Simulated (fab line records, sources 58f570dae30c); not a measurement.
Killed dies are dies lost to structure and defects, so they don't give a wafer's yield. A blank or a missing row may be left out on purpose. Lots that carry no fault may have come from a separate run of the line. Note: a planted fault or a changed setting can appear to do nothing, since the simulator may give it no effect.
fab line records | flow berkeley_cmos170 | part 1 of 2: steps 1 to 23 of 32
record lots=5 | wafers=15 | last_day=12
route steps=331 shown M2@284 V2@292 M3@309
lots that met no fault: taken from a fault-free run of the same line
start_h: the number of hours between the record's first day and the start of the first shown wafer of the lot | wait_h: how many hours have passed since the lot's step before this one | " identical to the entry in the row above | L1.1+2: one row covering several wafers at once | - value missing, or start not given | * or withheld: withheld | < > ~ a bound
route shown NAME@n: names a module that has steps shown in the file, with the first one's number in the route | usual: average and standard deviation across the fault-free wafers | same: alike in all rows | chamber/n: place in a boat | sites: readings site by site | _std_site: how widely they spread, as a standard deviation | _edge_site: inner sites' mean taken away from outer sites' mean | radius_mm: how far each site lies from the wafer's centre | mask NAME#n: copy n | behind: the most recent tool/chamber to have shaped the wafer | hold: why the lot went on hold/how many hours it stayed there/how the hold came to an end | device: the n, p or np transistor that did not switch | end of line: the same wafers' tests at the end of the route | for a step that has no rows: nothing shown but its recipe | killed: dies that structure and defects cost at the first sort, which is not the same as the wafer's yield | map: dies across one wafer; x = killed, . = not, _ = none there
set.NAME: setting as actually run; set.NAME@STEP: the setting as run at that earlier step | model.NAME: the simulator's own value behind a step, which no gauge read
a table for each step, a row for each wafer; lots at some steps of the route
services: the hour from which a tool's chamber was out of use, counted from the record's first day as start_h (under 0 if before that day), plus the number of hours and why
## steps
# step UCB170_M2_PEB_13
# recipe peb_temp_c=130 | peb_time_s=withheld | resist=KrF
# usual plate_temp_C=130.00/0.15 | resist_line_temp_C=22.99/0.11
lot.wafer | tool           | chamber | start_h | wait_h | plate_temp_C | resist_line_temp_C
L084.1    | litho_track-01 | 0       | 211.87  | 0.2    | 130.13       | 22.92
L084.5    | "              | 0       | "       | "      | 130.13       | 22.85
L084.6    | "              | 0       | "       | "      | 129.94       | 22.90
L085.3    | litho_track-04 | 0       | 220.11  | 0.1    | 130.14       | 22.98
L085.4    | "              | 0       | "       | "      | 129.86       | 22.93
L085.5    | "              | 0       | "       | "      | 130.03       | 22.85
L090.4    | litho_track-01 | 0       | 230.99  | 0.7    | 130.07       | 22.84
L090.5    | "              | 0       | "       | "      | 129.98       | 22.89
L090.6    | "              | 0       | "       | "      | 129.94       | 23.01
L091.1    | litho_track-01 | 0       | 252.08  | 0.3    | 130.16       | 23.08
L091.3    | "              | 0       | "       | "      | 129.99       | 22.97
L091.5    | "              | 0       | "       | "      | 130.07       | 23.18
L093.1    | litho_track-04 | 0       | 274.70  | 0.1    | 130.02       | 23.14
L093.3    | "              | 0       | "       | "      | 130.05       | 22.95
L093.6    | "              | 0       | "       | "      | 130.01       | 23.01
# step UCB170_M2_DEVELOP_14
# recipe developer=TMAH | develop_time_s=45 | resist=KrF | dev_temp_c=21
# usual resist_line_temp_C=22.99/0.09
lot.wafer | tool           | chamber | start_h | wait_h | resist_line_temp_C
L084.1    | litho_track-01 | 0       | -       | -      | 23.02
L084.5    | "              | 0       | "       | "      | 22.90
L084.6    | "              | 0       | "       | "      | 23.06
L085.3    | litho_track-04 | 0       | -       | -      | 23.05
L085.4    | "              | 0       | "       | "      | 23.00
L085.5    | "              | 0       | "       | "      | 23.09
L090.4    | litho_track-01 | 0       | -       | -      | 22.96
L090.5    | "              | 0       | "       | "      | 22.97
L090.6    | "              | 0       | "       | "      | 22.99
L091.1    | litho_track-01 | 0       | -       | -      | 22.73
L091.3    | "              | 0       | "       | "      | 22.77
L091.5    | "              | 0       | "       | "      | 22.98
L093.1    | litho_track-04 | 0       | -       | -      | 23.05
L093.3    | "              | 0       | "       | "      | 22.90
L093.6    | "              | 0       | "       | "      | 22.87
# step UCB170_M2_CD_MEAS_15
# recipe target_cd_nm=700
# usual cd_nm=699.6/1.5
lot.wafer | tool      | chamber | start_h | wait_h | cd_nm
L084.1    | cd_sem-02 | -       | 212.14  | -      | 700.9
L084.5    | "         | -       | "       | "      | 700.6
L084.6    | "         | -       | "       | "      | 700.3
L085.3    | cd_sem-02 | -       | 220.38  | -      | 700.2
L085.4    | "         | -       | "       | "      | 701.7
L085.5    | "         | -       | "       | "      | 700.5
L090.4    | cd_sem-02 | -       | 231.25  | -      | 698.5
L090.5    | "         | -       | "       | "      | 698.0
L090.6    | "         | -       | "       | "      | 699.1
L091.1    | cd_sem-02 | -       | 252.36  | -      | 700.8
L091.3    | "         | -       | "       | "      | 699.6
L091.5    | "         | -       | "       | "      | 701.2
L093.1    | cd_sem-01 | -       | 274.98  | -      | 701.6
L093.3    | "         | -       | "       | "      | 701.0
L093.6    | "         | -       | "       | "      | 699.9
# step UCB170_M2_OVL_MEAS_16
# usual M2_OVL=-1/4.7
lot.wafer | tool       | chamber | start_h | wait_h | M2_OVL[nm]
L084.1    | overlay-01 | -       | 212.26  | 0.1    | 3
L084.5    | "          | -       | "       | "      | 4
L084.6    | "          | -       | "       | "      | 2
L085.3    | overlay-01 | -       | 220.47  | 0.1    | 2
L085.4    | "          | -       | "       | "      | 0
L085.5    | "          | -       | "       | "      | -3
L090.4    | overlay-02 | -       | 231.32  | 0.1    | -2
L090.5    | "          | -       | "       | "      | 1
L090.6    | "          | -       | "       | "      | 4
L091.1    | overlay-01 | -       | 252.48  | 0.1    | -7
L091.3    | "          | -       | "       | "      | 0
L091.5    | "          | -       | "       | "      | -6
L093.1    | overlay-01 | -       | 275.10  | 0.1    | 3
L093.3    | "          | -       | "       | "      | 7
L093.6    | "          | -       | "       | "      | 2
# step UCB170_M2_ETCH_17
# recipe chemistry=N2/H2 | target_depth_a=withheld | overetch_a=withheld | target=BARC | time_s=withheld | source_w=500 | bias_w=100 | pressure_mtorr=30 | n2_flow_sccm=100 | h2_flow_sccm=200
# usual chamber_pressure_mTorr=29.998/0.026 | drypump_motor_current_A=5.8/0.31 | oes_product_au=1.005/0.02 | throttle_valve_pct=13.30/0.19
lot.wafer | tool        | chamber | start_h | wait_h | chamber_pressure_mTorr | drypump_motor_current_A | oes_product_au | throttle_valve_pct
L084.1    | rie_diel-04 | 2       | 212.30  | 0.0    | 29.971                 | 6.4                     | 0.973          | 13.35
L084.5    | "           | 0       | "       | "      | 29.973                 | 5.5                     | 1.003          | 13.14
L084.6    | "           | 1       | "       | "      | 29.987                 | 6.0                     | 1.029          | 13.19
L085.3    | rie_diel-04 | 2       | 220.49  | 0.0    | 29.981                 | 6.4                     | 0.971          | 13.34
L085.4    | "           | 1       | "       | "      | 29.990                 | 5.9                     | 1.014          | 13.17
L085.5    | "           | 3       | "       | "      | 29.981                 | 5.8                     | 1.002          | 13.55
L090.4    | rie_diel-01 | 1       | 231.34  | 0.0    | 29.991                 | 5.7                     | 0.980          | 13.23
L090.5    | "           | 1       | "       | "      | 29.984                 | 5.7                     | 0.981          | 13.23
L090.6    | "           | 0       | "       | "      | 30.004                 | 6.1                     | 1.031          | 13.25
L091.1    | rie_diel-04 | 3       | 252.51  | 0.0    | 30.021                 | 5.8                     | 1.024          | 13.55
L091.3    | "           | 2       | "       | "      | 29.975                 | 6.4                     | 0.988          | 13.33
L091.5    | "           | 3       | "       | "      | 30.001                 | 5.8                     | 1.013          | 13.56
L093.1    | rie_diel-03 | 0       | 275.14  | 0.0    | 29.994                 | 5.9                     | 1.018          | 13.72
L093.3    | "           | 2       | "       | "      | 30.001                 | 5.5                     | 1.005          | 13.07
L093.6    | "           | 2       | "       | "      | 30.050                 | 5.5                     | 1.016          | 13.07
# step UCB170_M2_METAL_ETCH_18
# recipe chemistry=Cl2/BCl3 | target=Al | stop_on=SiO2 | pressure_mtorr=12 | target_depth_a=11700 | over_etch_frac=0.3 | time_s=195 | icp_w=600 | bias_w=120 | Cl2_flow_sccm=90 | bcl3_flow_sccm=45
# usual chamber_pressure_mTorr=12.000/0.0095 | drypump_motor_current_A=5.8/0.38 | oes_product_au=0.859/0.011 | throttle_valve_pct=24.53/0.3
# same time_s=195
lot.wafer | tool         | chamber | start_h | wait_h | chamber_pressure_mTorr | drypump_motor_current_A | oes_product_au | rf_hours_counter_h | throttle_valve_pct
L084.1    | rie_metal-04 | 1       | 212.34  | -      | 11.998                 | 5.8                     | 0.857          | 2                  | 24.75
L084.5    | "            | 1       | "       | "      | 11.993                 | 5.9                     | 0.860          | -                  | 24.75
L084.6    | "            | 0       | "       | "      | 12.011                 | 6.2                     | 0.838          | -                  | 24.75
L085.3    | rie_metal-04 | 0       | 220.60  | -      | 12.008                 | 6.3                     | 0.842          | -                  | 24.73
L085.4    | "            | 1       | "       | "      | 12.006                 | 5.8                     | 0.853          | -                  | 24.76
L085.5    | "            | 1       | "       | "      | 12.009                 | 5.9                     | 0.862          | -                  | 24.74
L090.4    | rie_metal-04 | 1       | 231.45  | -      | 11.999                 | 5.8                     | 0.869          | -                  | 24.75
L090.5    | "            | 0       | "       | "      | 12.005                 | 6.2                     | 0.849          | -                  | 24.73
L090.6    | "            | 1       | "       | "      | 11.988                 | 5.8                     | 0.870          | -                  | 24.74
L091.1    | rie_metal-03 | 1       | 252.55  | -      | 11.995                 | 5.3                     | 0.883          | 11                 | 24.87
L091.3    | "            | 0       | "       | "      | 12.005                 | 6.0                     | 0.874          | -                  | 23.95
L091.5    | "            | 1       | "       | "      | 12.005                 | 5.3                     | 0.879          | -                  | 24.90
L093.1    | rie_metal-04 | 0       | 275.18  | -      | 12.002                 | 6.2                     | 0.851          | 10                 | 24.73
L093.3    | "            | 0       | "       | "      | 12.003                 | 6.2                     | 0.853          | -                  | 24.72
L093.6    | "            | 0       | "       | "      | 11.999                 | 6.2                     | 0.849          | -                  | 24.73
# step UCB170_M2_STRIP_19
# recipe chemistry=O2 | power_w=400 | pressure_mtorr=3500 | platen_temp_c=withheld | o2_flow_sccm=400 | overash_fraction=0.5
# usual chamber_pressure_mTorr=3500/3.3 | drypump_motor_current_A=5.82/0.24 | oes_product_au=0.538/0.0088
lot.wafer | tool            | chamber | start_h | wait_h | chamber_pressure_mTorr | drypump_motor_current_A | oes_product_au | rf_hours_counter_h
L084.1    | plasma_asher-03 | 1       | 212.53  | 0.1    | 3505                   | 6.05                    | 0.539          | 42
L084.5    | "               | 0       | "       | "      | 3496                   | 6.08                    | 0.543          | -
L084.6    | "               | 1       | "       | "      | 3499                   | 6.05                    | 0.538          | -
L085.3    | plasma_asher-03 | 0       | 220.76  | 0.1    | 3497                   | 6.08                    | 0.539          | -
L085.4    | "               | 1       | "       | "      | 3498                   | 6.06                    | 0.539          | -
L085.5    | "               | 0       | "       | "      | 3496                   | 6.08                    | 0.535          | -
L090.4    | plasma_asher-03 | 1       | 231.61  | 0.1    | 3501                   | 6.06                    | 0.537          | -
L090.5    | "               | 1       | "       | "      | 3497                   | 6.05                    | 0.549          | -
L090.6    | "               | 0       | "       | "      | 3500                   | 6.08                    | 0.537          | -
L091.1    | plasma_asher-02 | 1       | 252.74  | 0.1    | 3502                   | 5.59                    | 0.540          | 15
L091.3    | "               | 1       | "       | "      | 3500                   | 5.58                    | 0.533          | -
L091.5    | "               | 1       | "       | "      | 3502                   | 5.60                    | 0.551          | -
L093.1    | plasma_asher-03 | 1       | 275.36  | 0.1    | 3498                   | 6.05                    | 0.537          | 49
L093.3    | "               | 1       | "       | "      | 3507                   | 6.05                    | 0.532          | -
L093.6    | "               | 1       | "       | "      | 3501                   | 6.05                    | 0.529          | -
# step UCB170_M2_CD_MEAS_90
# recipe target_cd_nm=700
# usual cd_nm=699.2/2.9
lot.wafer | tool      | chamber | start_h | wait_h | cd_nm
L084.1    | cd_sem-02 | -       | 212.63  | 0.1    | 698.4
L084.5    | "         | -       | "       | "      | 698.0
L084.6    | "         | -       | "       | "      | 698.4
L085.3    | cd_sem-01 | -       | 220.86  | 0.1    | 703.1
L085.4    | "         | -       | "       | "      | 701.6
L085.5    | "         | -       | "       | "      | 700.6
L090.4    | cd_sem-02 | -       | 231.73  | 0.1    | 697.7
L090.5    | "         | -       | "       | "      | 700.8
L090.6    | "         | -       | "       | "      | 699.3
L091.1    | cd_sem-02 | -       | 252.84  | 0.1    | 699.0
L091.3    | "         | -       | "       | "      | 698.5
L091.5    | "         | -       | "       | "      | 702.5
L093.1    | cd_sem-02 | -       | 275.46  | 0.1    | 703.7
L093.3    | "         | -       | "       | "      | 703.0
L093.6    | "         | -       | "       | "      | 702.1
# step UCB170_V2_CVD_00
# recipe material=SiO2 | target_thk_nm=2000 | temp_c=390 | precursor=TEOS/O2 | time_s=250 | rf_w=550 | pressure_mtorr=9000
# usual heater_power_w=249/62 | susceptor_temp_C=389.99/0.22
# same time_s=250
lot.wafer | tool     | chamber | start_h | wait_h | heater_power_w | susceptor_temp_C
L084.1    | pecvd-04 | 0       | 212.75  | 0.1    | 225            | 389.50
L084.5    | "        | 0       | "       | "      | 172            | 389.65
L084.6    | "        | 1       | "       | "      | 255            | 389.83
L085.3    | pecvd-04 | 1       | 220.94  | 0.1    | 337            | 390.00
L085.4    | "        | 0       | "       | "      | 248            | 389.86
L085.5    | "        | 2       | "       | "      | 279            | 390.44
L090.4    | pecvd-03 | 0       | 231.87  | 0.1    | 378            | 390.14
L090.5    | "        | 1       | "       | "      | 195            | 389.91
L090.6    | "        | 2       | "       | "      | 151            | 389.74
L091.1    | pecvd-04 | 2       | 252.96  | 0.1    | 273            | 389.85
L091.3    | "        | 1       | "       | "      | 342            | 389.72
L091.5    | "        | 1       | "       | "      | 256            | 389.89
L093.1    | pecvd-04 | 1       | 275.58  | 0.1    | 336            | 389.99
L093.3    | "        | 0       | "       | "      | 225            | 390.23
L093.6    | "        | 1       | "       | "      | 248            | 389.85
# step UCB170_V2_THK_MEAS_01
# recipe reads=SiO2_of_V2_CVD_00
# usual V2_TEOS_THK=2001/25
lot.wafer | tool          | chamber | start_h | wait_h | V2_TEOS_THK[nm]
L084.1    | film_metro-04 | -       | 212.90  | 0.1    | 1962
L084.5    | "             | -       | "       | "      | 1991
L084.6    | "             | -       | "       | "      | 1967
L085.3    | film_metro-04 | -       | 221.12  | 0.1    | 1973
L085.4    | "             | -       | "       | "      | 1998
L085.5    | "             | -       | "       | "      | 1972
L090.4    | film_metro-02 | -       | 231.98  | 0.0    | 2015
L090.5    | "             | -       | "       | "      | 2069
L090.6    | "             | -       | "       | "      | 2016
L091.1    | film_metro-02 | -       | 253.12  | 0.1    | 1989
L091.3    | "             | -       | "       | "      | 2002
L091.5    | "             | -       | "       | "      | 2034
L093.1    | film_metro-01 | -       | 275.74  | 0.1    | 1955
L093.3    | "             | -       | "       | "      | 1971
L093.6    | "             | -       | "       | "      | 1995
# step UCB170_V2_CMP_02
# recipe material=SiO2 | down_force_psi=6 | platen_rpm=60 | pad_velocity_m_s=0.75398
# usual head_pressure_psi=5.999/0.012 | motor_current_A=16.1/1.3
lot.wafer | tool   | chamber | start_h | wait_h | head_pressure_psi | motor_current_A
L084.1    | cmp-01 | 0       | 212.96  | 0.1    | 5.990             | 13.8
L084.5    | "      | 0       | "       | "      | 6.017             | 15.4
L084.6    | "      | 1       | "       | "      | 5.990             | 16.1
L085.4    | cmp-01 | 3       | 221.16  | 0.0    | 5.990             | 15.2
L085.3    | "      | 0       | "       | "      | 5.996             | 13.9
L085.5    | "      | 3       | "       | "      | 5.999             | 16.0
L090.4    | cmp-02 | 1       | 232.03  | 0.0    | 6.003             | 17.9
L090.5    | "      | 1       | "       | "      | 6.020             | 18.1
L090.6    | "      | 2       | "       | "      | 5.997             | 14.2
L091.3    | cmp-02 | 0       | 253.28  | 0.1    | 5.961             | 17.9
L091.1    | "      | 1       | "       | "      | 6.030             | 17.9
L091.5    | "      | 2       | "       | "      | 5.985             | 15.1
L093.3    | cmp-01 | 0       | 275.80  | 0.0    | 5.998             | 14.2
L093.1    | "      | 1       | "       | "      | 5.994             | 15.0
L093.6    | "      | 0       | "       | "      | 6.002             | 14.7
# step UCB170_V2_BOW_MEAS_03
# recipe mode=bow
# usual V2_BOW=37/6.8
lot.wafer | tool          | chamber | start_h | wait_h | V2_BOW[um]
L084.1    | film_metro-02 | -       | 213.26  | 0.2    | 37
L084.5    | "             | -       | "       | "      | 31
L084.6    | "             | -       | "       | "      | 28
L085.3    | film_metro-04 | -       | 221.50  | 0.2    | 43
L085.4    | "             | -       | "       | "      | 34
L085.5    | "             | -       | "       | "      | 37
L090.4    | film_metro-02 | -       | 232.39  | 0.3    | 33
L090.5    | "             | -       | "       | "      | 28
L090.6    | "             | -       | "       | "      | 50
L091.1    | film_metro-04 | -       | 253.48  | 0.1    | 27
L091.3    | "             | -       | "       | "      | 30
L091.5    | "             | -       | "       | "      | 51
L093.1    | film_metro-01 | -       | 276.10  | 0.2    | 26
L093.3    | "             | -       | "       | "      | 33
L093.6    | "             | -       | "       | "      | 29
# step UCB170_V2_THK_MEAS_04
# recipe reads=SiO2_of_V2_CVD_00
# usual V2_POLISHED_THK=1000.0/1.1
lot.wafer | tool          | chamber | start_h | wait_h | V2_POLISHED_THK[nm]
L084.1    | film_metro-02 | -       | 213.38  | 0.1    | 1000.5
L084.5    | "             | -       | "       | "      | 1000.8
L084.6    | "             | -       | "       | "      | 1000.6
L085.3    | film_metro-04 | -       | 221.60  | 0.1    | 1001.8
L085.4    | "             | -       | "       | "      | 998.3
L085.5    | "             | -       | "       | "      | 1000.1
L090.4    | film_metro-02 | -       | 232.48  | 0.1    | 1002.0
L090.5    | "             | -       | "       | "      | 999.3
L090.6    | "             | -       | "       | "      | 1000.0
L091.1    | film_metro-04 | -       | 253.60  | 0.1    | 1000.3
L091.3    | "             | -       | "       | "      | 1000.5
L091.5    | "             | -       | "       | "      | 1000.2
L093.1    | film_metro-01 | -       | 276.22  | 0.1    | 1001.9
L093.3    | "             | -       | "       | "      | 998.8
L093.6    | "             | -       | "       | "      | 1000.6
# step UCB170_V2_CLEAN_05
# recipe chemistry=DIW
lot.wafer  | tool         | chamber | start_h | wait_h
L084.1+5+6 | wet_bench-02 | 1       | 213.45  | 0.1
L085.3+4+5 | wet_bench-02 | 1       | 221.64  | 0.0
L090.4+5+6 | wet_bench-02 | 2       | 232.71  | 0.2
L091.1+3+5 | wet_bench-02 | 0       | 253.86  | 0.2
L093.1+3+6 | wet_bench-01 | 2       | 276.37  | 0.1
# step UCB170_V2_HMDS_06
# recipe prime_time_s=60 | prime_temp_c=100
# usual resist_line_temp_C=23.00/0.1
# same prime_time_s=60
lot.wafer | tool           | chamber | start_h | wait_h | resist_line_temp_C
L084.1    | litho_track-03 | 0       | 213.65  | 0.0    | 23.27
L084.5    | "              | 0       | "       | "      | 23.12
L084.6    | "              | 0       | "       | "      | 23.28
L085.3    | litho_track-03 | 0       | 221.96  | 0.1    | 23.03
L085.4    | "              | 0       | "       | "      | 22.94
L085.5    | "              | 0       | "       | "      | 23.11
L090.4    | litho_track-01 | 0       | 232.96  | 0.1    | 23.09
L090.5    | "              | 0       | "       | "      | 22.97
L090.6    | "              | 0       | "       | "      | 23.13
L091.1    | litho_track-03 | 0       | 254.03  | 0.0    | 22.92
L091.3    | "              | 0       | "       | "      | 22.86
L091.5    | "              | 0       | "       | "      | 22.91
L093.1    | litho_track-03 | 0       | 276.54  | 0.0    | 23.02
L093.3    | "              | 0       | "       | "      | 22.91
L093.6    | "              | 0       | "       | "      | 23.07
# step UCB170_V2_COAT_07
# recipe resist=KrF | spin_rpm=1500 | resist_thk_nm=900
# usual resist_line_temp_C=23.03/0.1
lot.wafer | tool           | chamber | start_h | wait_h | resist_line_temp_C
L084.1    | litho_track-03 | 0       | 213.80  | 0.1    | 23.00
L084.5    | "              | 0       | "       | "      | 22.95
L084.6    | "              | 0       | "       | "      | 23.08
L085.3    | litho_track-03 | 0       | 222.11  | 0.1    | 22.98
L085.4    | "              | 0       | "       | "      | 23.04
L085.5    | "              | 0       | "       | "      | 23.10
L090.4    | litho_track-01 | 0       | 233.11  | 0.1    | 23.02
L090.5    | "              | 0       | "       | "      | 23.05
L090.6    | "              | 0       | "       | "      | 23.10
L091.1    | litho_track-03 | 0       | 254.18  | 0.1    | 23.18
L091.3    | "              | 0       | "       | "      | 23.24
L091.5    | "              | 0       | "       | "      | 22.93
L093.1    | litho_track-03 | 0       | 276.69  | 0.1    | 23.00
L093.3    | "              | 0       | "       | "      | 23.11
L093.6    | "              | 0       | "       | "      | 23.18
# step UCB170_V2_SOFTBAKE_08
# recipe resist=KrF | temp_c=130 | time_s=60
# usual plate_temp_C=129.99/0.15 | resist_line_temp_C=22.96/0.11
# same time_s=60
lot.wafer | tool           | chamber | start_h | wait_h | plate_temp_C | resist_line_temp_C
L084.1    | litho_track-03 | 0       | 213.95  | 0.1    | 129.94       | 22.91
L084.5    | "              | 0       | "       | "      | 129.90       | 22.94
L084.6    | "              | 0       | "       | "      | 129.63       | 23.01
L085.3    | litho_track-03 | 0       | 222.26  | 0.1    | 130.12       | 22.96
L085.4    | "              | 0       | "       | "      | 130.16       | 22.79
L085.5    | "              | 0       | "       | "      | 130.20       | 22.72
L090.4    | litho_track-01 | 0       | 233.26  | 0.1    | 129.97       | 22.96
L090.5    | "              | 0       | "       | "      | 129.84       | 22.91
L090.6    | "              | 0       | "       | "      | 129.72       | 23.19
L091.1    | litho_track-03 | 0       | 254.33  | 0.1    | 129.98       | 23.06
L091.3    | "              | 0       | "       | "      | 130.29       | 23.01
L091.5    | "              | 0       | "       | "      | 129.97       | 22.74
L093.1    | litho_track-03 | 0       | 276.84  | 0.1    | 129.95       | 22.97
L093.3    | "              | 0       | "       | "      | 129.96       | 23.08
L093.6    | "              | 0       | "       | "      | 130.25       | 22.99
# step UCB170_V2_EXPOSE_09
# recipe mask_id=VIA2 | target_cd_nm=700 | na=0.5 | sigma_outer=0.6 | source_shape=conventional | dose_mj=37
# usual focus_offset_nm=-0.1/0.48 | stage_vel_mm_s=500.09/0.25
lot.wafer | tool           | chamber | start_h | wait_h | mask   | focus_offset_nm | stage_vel_mm_s
L084.1    | krf_scanner-01 | 0       | 214.22  | 0.2    | VIA2#0 | -0.1            | 500.41
L084.5    | "              | 0       | "       | "      | VIA2#0 | -0.6            | 500.41
L084.6    | "              | 0       | "       | "      | VIA2#0 | -0.6            | 499.94
L085.3    | krf_scanner-01 | 0       | 222.53  | 0.2    | VIA2#0 | 0.6             | 500.29
L085.4    | "              | 0       | "       | "      | VIA2#0 | 0.3             | 500.15
L085.5    | "              | 0       | "       | "      | VIA2#0 | 0.4             | 500.47
L090.4    | krf_scanner-01 | 0       | 233.57  | 0.3    | VIA2#0 | -0.5            | 500.22
L090.5    | "              | 0       | "       | "      | VIA2#0 | -0.5            | 499.70
L090.6    | "              | 0       | "       | "      | VIA2#0 | 0.1             | 499.61
L091.1    | krf_scanner-01 | 0       | 254.61  | 0.2    | VIA2#0 | 0.1             | 500.17
L091.3    | "              | 0       | "       | "      | VIA2#0 | 0.4             | 500.55
L091.5    | "              | 0       | "       | "      | VIA2#0 | 0.1             | 500.47
L093.1    | krf_scanner-01 | 0       | 277.12  | 0.2    | VIA2#0 | -0.6            | 500.33
L093.3    | "              | 0       | "       | "      | VIA2#0 | 0.0             | 499.96
L093.6    | "              | 0       | "       | "      | VIA2#0 | -0.5            | 499.99
# step UCB170_V2_PEB_10
# recipe peb_temp_c=130 | peb_time_s=withheld | resist=KrF
# usual plate_sensor_t_centre_C=131.41/0.0095 | plate_sensor_t_edge_C=131.53/0.0095 | resist_line_temp_C=23.00/0.098
lot.wafer | tool           | chamber | start_h | wait_h | plate_sensor_t_centre_C | plate_sensor_t_edge_C | resist_line_temp_C
L084.1    | litho_track-03 | 0       | 214.55  | 0.3    | 131.42                  | 131.53                | 22.99
L084.5    | "              | 0       | "       | "      | 131.41                  | 131.52                | 22.92
L084.6    | "              | 0       | "       | "      | 131.39                  | 131.53                | 23.06
L085.3    | litho_track-03 | 0       | 222.86  | 0.3    | 131.42                  | 131.54                | 23.15
L085.4    | "              | 0       | "       | "      | 131.41                  | 131.55                | 23.00
L085.5    | "              | 0       | "       | "      | 131.42                  | 131.53                | 23.06
L090.4    | litho_track-02 | 0       | 233.70  | 0.1    | 131.41                  | 131.53                | 23.15
L090.5    | "              | 0       | "       | "      | 131.4                   | 131.55                | 23.19
L090.6    | "              | 0       | "       | "      | 131.42                  | 131.53                | 23.00
L091.1    | litho_track-02 | 0       | 254.72  | 0.1    | 131.43                  | 131.53                | 23.01
L091.3    | "              | 0       | "       | "      | 131.41                  | 131.51                | 22.82
L091.5    | "              | 0       | "       | "      | 131.42                  | 131.54                | 22.93
L093.1    | litho_track-01 | 0       | 277.56  | 0.4    | 131.42                  | 131.54                | 23.03
L093.3    | "              | 0       | "       | "      | 131.41                  | 131.54                | 23.07
L093.6    | "              | 0       | "       | "      | 131.4                   | 131.53                | 22.95
# step UCB170_V2_DEVELOP_11
# recipe developer=TMAH | develop_time_s=45 | resist=KrF | dev_temp_c=21
# usual resist_line_temp_C=23.00/0.095
lot.wafer | tool           | chamber | start_h | wait_h | resist_line_temp_C
L084.1    | litho_track-03 | 0       | -       | -      | 22.91
L084.5    | "              | 0       | "       | "      | 22.92
L084.6    | "              | 0       | "       | "      | 22.90
L085.3    | litho_track-03 | 0       | -       | -      | 22.95
L085.4    | "              | 0       | "       | "      | 22.97
L085.5    | "              | 0       | "       | "      | 22.95
L090.4    | litho_track-02 | 0       | -       | -      | 22.84
L090.5    | "              | 0       | "       | "      | 22.85
L090.6    | "              | 0       | "       | "      | 23.07
L091.1    | litho_track-02 | 0       | -       | -      | 23.02
L091.3    | "              | 0       | "       | "      | 22.97
L091.5    | "              | 0       | "       | "      | 22.99
L093.1    | litho_track-01 | 0       | -       | -      | 22.90
L093.3    | "              | 0       | "       | "      | 22.99
L093.6    | "              | 0       | "       | "      | 22.97
# step UCB170_V2_CD_MEAS_12
# recipe target_cd_nm=700
# usual cd_nm=699.8/1.3
lot.wafer | tool      | chamber | start_h | wait_h | cd_nm
L084.1    | cd_sem-01 | -       | 214.85  | -      | 698.7
L084.5    | "         | -       | "       | "      | 699.0
L084.6    | "         | -       | "       | "      | 698.7
L085.3    | cd_sem-02 | -       | 223.13  | -      | 699.5
L085.4    | "         | -       | "       | "      | 699.6
L085.5    | "         | -       | "       | "      | 698.6
L090.4    | cd_sem-02 | -       | 233.96  | -      | 698.9
L090.5    | "         | -       | "       | "      | 698.9
L090.6    | "         | -       | "       | "      | 698.6
L091.1    | cd_sem-02 | -       | 255.00  | -      | 698.2
L091.3    | "         | -       | "       | "      | 698.7
L091.5    | "         | -       | "       | "      | 697.9
L093.1    | cd_sem-02 | -       | 277.83  | -      | 700.5
L093.3    | "         | -       | "       | "      | 699.6
L093.6    | "         | -       | "       | "      | 698.4
# step UCB170_V2_OVL_MEAS_13
# usual V2_OVL=2/4.8
lot.wafer | tool       | chamber | start_h | wait_h | V2_OVL[nm]
L084.1    | overlay-01 | -       | 214.97  | 0.1    | 0
L084.5    | "          | -       | "       | "      | 5
L084.6    | "          | -       | "       | "      | 2
L085.3    | overlay-02 | -       | 223.22  | 0.1    | 2
L085.4    | "          | -       | "       | "      | 5
L085.5    | "          | -       | "       | "      | 0
L090.4    | overlay-01 | -       | 234.04  | 0.1    | 5
L090.5    | "          | -       | "       | "      | 1
L090.6    | "          | -       | "       | "      | 1
L091.1    | overlay-01 | -       | 255.12  | 0.1    | 18
L091.3    | "          | -       | "       | "      | 21
L091.5    | "          | -       | "       | "      | 18
L093.1    | overlay-01 | -       | 277.95  | 0.1    | -7
L093.3    | "          | -       | "       | "      | -2
L093.6    | "          | -       | "       | "      | -2
# step UCB170_V2_ETCH_14
# recipe chemistry=CHF3/CF4/Ar | target=SiO2 | stop_on=Al | CHF3_flow_sccm=45 | cf4_flow_sccm=15 | Ar_flow_sccm=150 | pressure_mtorr=200 | rf_w=700 | target_depth_a=12500 | over_etch_frac=0.25 | time_s=291
# usual chamber_pressure_mTorr=200.01/0.18 | drypump_motor_current_A=5.84/0.28 | oes_product_au=0.879/0.012 | throttle_valve_pct=6.92/0.095
# same time_s=291
lot.wafer | tool        | chamber | start_h | wait_h | chamber_pressure_mTorr | drypump_motor_current_A | oes_product_au | rf_hours_counter_h | throttle_valve_pct
L084.1    | rie_diel-04 | 3       | 215.00  | 0.0    | 200.21                 | 5.83                    | 0.874          | 5                  | 7.15
L084.5    | "           | 3       | "       | "      | 199.81                 | 5.83                    | 0.880          | -                  | 7.15
L084.6    | "           | 0       | "       | "      | 199.75                 | 5.52                    | 0.877          | -                  | 6.86
L085.3    | rie_diel-02 | 3       | 223.24  | 0.0    | 199.98                 | 6.05                    | 0.885          | 5                  | 7.00
L085.4    | "           | 1       | "       | "      | 199.84                 | 6.11                    | 0.884          | 9                  | 6.96
L085.5    | "           | 0       | "       | "      | 200.36                 | 5.88                    | 0.871          | -                  | 6.84
L090.4    | rie_diel-02 | 3       | 234.06  | 0.0    | 200.13                 | 6.08                    | 0.883          | 6                  | 7.02
L090.5    | "           | 1       | "       | "      | 200.06                 | 6.12                    | 0.882          | -                  | 6.95
L090.6    | "           | 0       | "       | "      | 200.20                 | 5.90                    | 0.869          | -                  | 6.84
L091.1    | rie_diel-02 | 2       | 255.15  | 0.0    | 200.04                 | 5.24                    | 0.887          | 2                  | 6.73
L091.3    | "           | 1       | "       | "      | 199.55                 | 6.14                    | 0.885          | 11                 | 6.97
L091.5    | "           | 0       | "       | "      | 199.99                 | 5.89                    | 0.872          | -                  | 6.83
L093.1    | rie_diel-04 | 1       | 277.99  | 0.0    | 199.89                 | 5.95                    | 0.895          | 104                | 6.92
L093.3    | "           | 0       | "       | "      | 200.31                 | 5.52                    | 0.869          | 25                 | 6.85
L093.6    | "           | 0       | "       | "      | 199.81                 | 5.53                    | 0.868          | -                  | 6.86
